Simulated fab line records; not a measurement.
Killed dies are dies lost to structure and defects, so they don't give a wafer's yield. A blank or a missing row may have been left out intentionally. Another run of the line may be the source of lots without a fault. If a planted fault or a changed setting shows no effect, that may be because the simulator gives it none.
Struck lot and sound lot, side by side || flow berkeley_cmos170 || 43 steps out of a route of 331
Sound: wafers L402.1, L402.3, L402.4. Wafers struck: L408.1, L408.2, L408.6. The cause comes at the end.
For every step that has rows: the tool of each side, followed by ch and its chambers, followed by its first start. Under that, the readings that differ: sound wafers || struck wafers || difference of the means || sigmas: that difference in standard deviations of wafers without a fault.
alike: words and numbers the same on both sides, and readings whose means are apart by under 2 such deviations; not compared: readings that were withheld, readings missing a value for some wafer, numbers with overlapping values and no deviation given by the record, and bounds like >300 which may hide the same value.
A row with sigmas, a row that says differs or no value, or rows on one side alone: a step with any of these is where the two part. Non-overlapping numbers with no deviation appear without sigmas and do not part them. Lack of a reading on every wafer of one side parts them only where that side has two or more wafers.

UCB170_BACKSIDE_STRIP_03: strips in O2.
  sound on plasma_asher-04 ch 0,1, day 8 00:37; struck on plasma_asher-04 ch 0,1, day 9 10:35
  alike: drypump_motor_current_A, oes_product_au, strip_time_to_endpoint_s
  not compared: rf_hours_counter_h
then, 3 steps without rows for these wafers: UCB170_BACKSIDE_CLEAN_04 (cleans in SPM, time 600 s); UCB170_SDANNEAL_RTA_00 (time 10 s); UCB170_SDANNEAL_RTA_01 (time 5 s).
UCB170_SDANNEAL_RS_MEAS_02: uses a four-point probe to measure.
  struck on film_metro-04, day 9 11:11; sound on film_metro-04, day 8 01:01
  alike: PSD_RS
UCB170_SDANNEAL_RS_MEAS_03: uses a four-point probe to measure.
  struck on film_metro-04, day 9 11:18; sound on film_metro-04, day 8 01:08
  alike: NSD_RS
UCB170_SDANNEAL_RS_MEAS_04: uses a four-point probe to measure.
  struck on film_metro-04, day 9 11:25; sound on film_metro-04, day 8 01:16
  alike: PLDD_RS
UCB170_SDANNEAL_RS_MEAS_05: uses a four-point probe to measure.
  struck on film_metro-04, day 9 11:32; sound on film_metro-04, day 8 01:23
  alike: NLDD_RS
then, 2 steps without rows for these wafers: UCB170_SILICIDE_PRE_CLEAN_00 (preclean etch time 60 s); UCB170_SILICIDE_SPUTTER_01 (material Ti, target thk 30 nm, time 25 s).
UCB170_SILICIDE_RS_MEAS_02: uses a four-point probe to measure.
  struck on film_metro-03, day 9 11:45; sound on film_metro-03, day 8 01:36
  alike: SILICIDE_TI_RS
UCB170_SILICIDE_THK_MEAS_03: measures by xrf.
  struck on film_metro-03, day 9 11:52; sound on film_metro-03, day 8 01:43
  alike: SILICIDE_TI_THK
UCB170_SILICIDE_RTA_04: time 15 s.
  sound on rtp_anneal-02 ch 0, day 8 01:47; struck on rtp_anneal-02 ch 0, day 9 11:56
  alike: lamp_power_pct, wafer_temp_C_max
then, 3 steps without rows for these wafers: UCB170_SILICIDE_WET_ETCH_05 (etches Ti in SPM, time 45 s); UCB170_CONTACT_CLEAN_00 (cleans in SPM, time 600 s); UCB170_CONTACT_CVD_01 (deposits PSG from SiH4/O2/PH3, target thk 700 nm, time 2820 s).
UCB170_CONTACT_THK_MEAS_02:
  struck on film_metro-04, day 9 14:51; sound on film_metro-01, day 8 03:50
  alike: CONTACT_PSG_THK
then, 5 steps without rows for these wafers: UCB170_CONTACT_HMDS_03 (prime time 60 s); UCB170_CONTACT_COAT_04 (resist thk 900 nm); UCB170_CONTACT_SOFTBAKE_05 (time 60 s); UCB170_CONTACT_STRIP_06 (strips in O2); UCB170_CONTACT_CLEAN_07 (cleans in SPM, time 600 s).
UCB170_CONTACT_RTA_08: time 10 s.
  sound on rtp_anneal-01 ch 0, day 8 04:38; struck on rtp_anneal-02 ch 0, day 9 15:38
{"reading": "wafer_temp_C_max", "sound": "902.5 902.6 901.9", "struck": "904.5 905.4 904.3", "difference": "+2.4", "sigmas": "+3"}
  alike: lamp_power_pct
then, 6 steps without rows for these wafers: UCB170_CONTACT_COAT_09; UCB170_CONTACT_COAT_10 (resist thk 900 nm); UCB170_CONTACT_SOFTBAKE_11 (time 60 s); UCB170_CONTACT_EXPOSE_12 (exposes mask CONT, target cd 700 nm); UCB170_CONTACT_PEB_13; UCB170_CONTACT_DEVELOP_14 (develop time 45 s).
UCB170_CONTACT_CD_MEAS_15 targets a cd of 700 nm.
  struck on cd_sem-02, day 9 16:53; sound on cd_sem-01, day 8 05:39
  alike: cd_nm
UCB170_CONTACT_OVL_MEAS_16:
  struck on overlay-02, day 9 17:01; sound on overlay-02, day 8 05:46
  alike: CONTACT_OVL
then, 1 step without rows for these wafers: UCB170_CONTACT_ETCH_17 (etches BARC in N2/H2).
UCB170_CONTACT_ETCH_18: etches PSG in CHF3/CF4/Ar, stops on TiSi2, target depth 840 nm, time 195 s.
  sound on rie_diel-02 ch 0,1,3; struck on rie_diel-01 ch 0,2,3
  alike: drypump_motor_current_A, oes_product_au, throttle_valve_pct
  not compared: rf_hours_counter_h
UCB170_CONTACT_STRIP_19: strips in O2.
  sound on plasma_asher-04 ch 0,1, day 8 05:58; struck on plasma_asher-01 ch 0,1, day 9 17:13
  alike: drypump_motor_current_A, oes_product_au
  not compared: rf_hours_counter_h
UCB170_CONTACT_CD_MEAS_90 targets a cd of 700 nm.
  struck on cd_sem-01, day 9 17:24; sound on cd_sem-01, day 8 06:04
  alike: cd_nm
then, 1 step without rows for these wafers: UCB170_CONTACT_CLEAN_20 (cleans in SPM, time 600 s).
UCB170_M1_SPUTTER_00: material Al, target thk 600 nm, time 80 s.
  struck on pvd_sputter-03, day 9 18:19; sound on pvd_sputter-02, day 8 06:23
  alike: throttle_valve_pct
UCB170_M1_RS_MEAS_01: uses a four-point probe to measure.
  struck on film_metro-02, day 9 18:23; sound on film_metro-01, day 8 06:27
  alike: M1_AL_RS
UCB170_M1_THK_MEAS_02: measures by xrf.
  struck on film_metro-02, day 9 18:30; sound on film_metro-01, day 8 06:34
  alike: M1_AL_THK
then, 3 steps without rows for these wafers: UCB170_M1_COAT_03; UCB170_M1_COAT_04 (resist thk 900 nm); UCB170_M1_SOFTBAKE_05 (time 60 s).
UCB170_M3_PROBE_99:
  struck on prober-02, day 10 10:56; sound on prober-01, day 8 20:20
{"reading": "model.etest.ppoly_line.line_ohm_um", "sound": "15.02 14.82 14.81", "struck": "13.21 13.02 13.35", "difference": -1.69, "sigmas": ""}
{"reading": "model.etest.npoly_line.line_ohm_um", "sound": "14.75 14.46 14.72", "struck": "12.88 12.93 13.11", "difference": -1.67, "sigmas": ""}
{"reading": "model.etest.ppoly_line.rs_ohm_sq", "sound": "4.714 4.769 4.796", "struck": "4.243 4.233 4.249", "difference": -0.518, "sigmas": ""}
{"reading": "model.etest.npoly_line.rs_ohm_sq", "sound": "4.678 4.716 4.666", "struck": "4.167 4.176 4.215", "difference": -0.501, "sigmas": ""}
{"reading": "model.etest.pplus_sal.line_ohm_um", "sound": "5.097 5.229 5.378", "struck": "4.896 4.934 5.013", "difference": -0.287, "sigmas": ""}
{"reading": "model.etest.ppoly_sal.rs_ohm_sq", "sound": "4.055 4.048 4.045", "struck": "3.704 3.71 3.728", "difference": -0.335, "sigmas": ""}
{"reading": "model.etest.npoly_sal.rs_ohm_sq", "sound": "4.033 4.001 4.004", "struck": "3.663 3.669 3.669", "difference": -0.346, "sigmas": ""}
  not compared: model.etest.nplus_sal.line_ohm_um

WHERE THEY PART
Within this record, at UCB170_CONTACT_RTA_08 only. Later steps at which nothing parts them and some readings are alike: UCB170_CONTACT_CD_MEAS_15, UCB170_CONTACT_OVL_MEAS_16, UCB170_CONTACT_ETCH_18, UCB170_CONTACT_STRIP_19, UCB170_CONTACT_CD_MEAS_90, UCB170_M1_SPUTTER_00, UCB170_M1_RS_MEAS_01, UCB170_M1_THK_MEAS_02.

WHY: what had been put in by the simulator
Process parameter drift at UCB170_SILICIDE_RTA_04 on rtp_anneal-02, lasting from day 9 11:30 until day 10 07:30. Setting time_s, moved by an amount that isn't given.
